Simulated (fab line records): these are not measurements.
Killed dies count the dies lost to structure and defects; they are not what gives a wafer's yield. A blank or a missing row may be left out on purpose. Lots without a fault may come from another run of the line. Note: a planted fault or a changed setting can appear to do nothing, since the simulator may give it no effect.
A struck lot beside a sound one ; flow rit_cmos ; 34 steps out of a route of 202
Sound: the wafers L492.1, L492.3, L492.4. Struck: wafers L480.1, L480.3, L480.5. The cause is given at the end.
At each step with rows: each side's tool, then ch and its chambers, then its first start. Under that, the readings that differ: sound wafers ; struck wafers ; difference of the means ; sigmas: that difference in standard deviations of wafers without a fault.
alike: readings whose means differ by less than 2 such deviations, and words and numbers that are the same on both sides. not compared: withheld readings, readings that some wafer has no value for, bounds like >300 that may hide the same value, and numbers for which the record gives no deviation and whose values overlap.
The two part at a step that has a row with sigmas, a row that says differs or no value, or rows on one side only. When numbers do not overlap yet have no deviation, they are printed without sigmas and do not part them. A reading missing from all wafers of one side parts the sides only when that side holds two or more wafers.

first, 4 steps without rows for these wafers: RIT_ACTIVE_CLEAN_15 (cleans in SC1, time 600 s); RIT_ACTIVE_CLEAN_16 (cleans in dHF, time 30 s); RIT_ACTIVE_CLEAN_17 (cleans in SC2, time 600 s); RIT_FOX1_OXIDATION_00 (target thk 350.7 nm, ox time 1130 s).
RIT_FOX1_THK_MEAS_01:
  struck on film_metro-03, day 3 05:22; sound on film_metro-01, day 5 16:14
  alike: FOX1_OXIDE_THK
then, 2 steps without rows for these wafers: RIT_FOX1_WET_ETCH_02 (etches SiO2 in BOE, target depth 350 nm, time 390 s); RIT_FOX2_OXIDATION_00 (target thk 350.7 nm, ox time 1130 s).
RIT_FOX2_THK_MEAS_01:
  struck on film_metro-04, day 3 06:52; sound on film_metro-02, day 5 17:43
  alike: FOX2_OXIDE_THK
then, 2 steps without rows for these wafers: RIT_FOX2_CLEAN_02 (cleans in dHF, time 180 s); RIT_FOX2_WET_ETCH_03 (etches Si3N4 in H3PO4, target depth 195 nm, time 2700 s).
RIT_FOX2_THK_MEAS_90:
  struck on film_metro-01, day 3 07:44; sound on film_metro-01, day 5 18:36
  alike: FIELD_OXIDE_LEFT_1_THK
then, 1 step without rows for these wafers: RIT_NWELL_HMDS_00 (prime time 60 s).
RIT_NWELL_COAT_01: resist thk 1321 nm.
  sound on litho_track-04 ch 0, day 5 18:49; struck on litho_track-01, day 3 08:11
  no value came back on the struck wafers for chill_plate_temp_C (C), dispense_pressure_kPa (kPa), resist_line_temp_C (C); on the sound wafers chill_plate_temp_C (C) reads 23.13 23.18 23.22
then, 4 steps without rows for these wafers: RIT_NWELL_SOFTBAKE_02 (time 60 s); RIT_NWELL_EXPOSE_03 (exposes mask M2, target cd 43900 nm); RIT_NWELL_PEB_04; RIT_NWELL_DEVELOP_05 (develop time 68 s).
RIT_NWELL_OVL_MEAS_06:
  struck on overlay-02, day 3 08:55; sound on overlay-02, day 5 19:34
reading;sound;struck;difference;sigmas
NWELL_OVL (nm);-2.1 -3.5 -0.1;- - -;no value on the struck wafers;
then, 2 steps without rows for these wafers: RIT_NWELL_HARDBAKE_07 (time 120 s); RIT_NWELL_IMPLANT_08.
RIT_NWELL_STRIP_09: strips in O2, time 180 s.
  sound on plasma_asher-01 ch 0,1, day 5 19:59; struck on plasma_asher-04 ch 0,1, day 3 09:21
  alike: drypump_motor_current_A
  not compared: rf_hours_counter_h
RIT_NWELL_TW_MEAS_10:
  struck on film_metro-04, day 3 09:32; sound on film_metro-03, day 5 20:10
  alike: NWELL_TW
then, 6 steps without rows for these wafers: RIT_PWELL_HMDS_00 (prime time 60 s); RIT_PWELL_COAT_01 (resist thk 1300 nm); RIT_PWELL_SOFTBAKE_02 (time 60 s); RIT_PWELL_EXPOSE_03 (exposes mask M3, target cd 43700 nm); RIT_PWELL_PEB_04; RIT_PWELL_DEVELOP_05 (develop time 68 s).
RIT_PWELL_OVL_MEAS_06:
  struck on overlay-02, day 3 10:35; sound on overlay-02, day 5 21:07
  alike: PWELL_OVL
then, 2 steps without rows for these wafers: RIT_PWELL_HARDBAKE_07 (time 120 s); RIT_PWELL_IMPLANT_08.
RIT_PWELL_STRIP_09: strips in O2, time 180 s.
  sound on plasma_asher-04 ch 0,1, day 5 21:32; struck on plasma_asher-02 ch 0, day 3 11:02
reading;sound;struck;difference;sigmas
drypump_motor_current_A (A);4.9 4.9 5.4;5.8 5.8 5.8;+0.7;+2
  not compared: rf_hours_counter_h
RIT_PWELL_TW_MEAS_10:
  struck on film_metro-03, day 3 11:12; sound on film_metro-03, day 5 21:43
reading;sound;struck;difference;sigmas
PWELL_TW;936 928 930;2151 2161 2174;+1231;+99 or more
then, 1 step without rows for these wafers: RIT_WELLDRIVE_ANNEAL_00 (time 14700 s).

== WHERE THEY PART ==
Earliest at RIT_NWELL_COAT_01; latest, in this record, at RIT_PWELL_TW_MEAS_10.

WHY: the cause the simulator had injected
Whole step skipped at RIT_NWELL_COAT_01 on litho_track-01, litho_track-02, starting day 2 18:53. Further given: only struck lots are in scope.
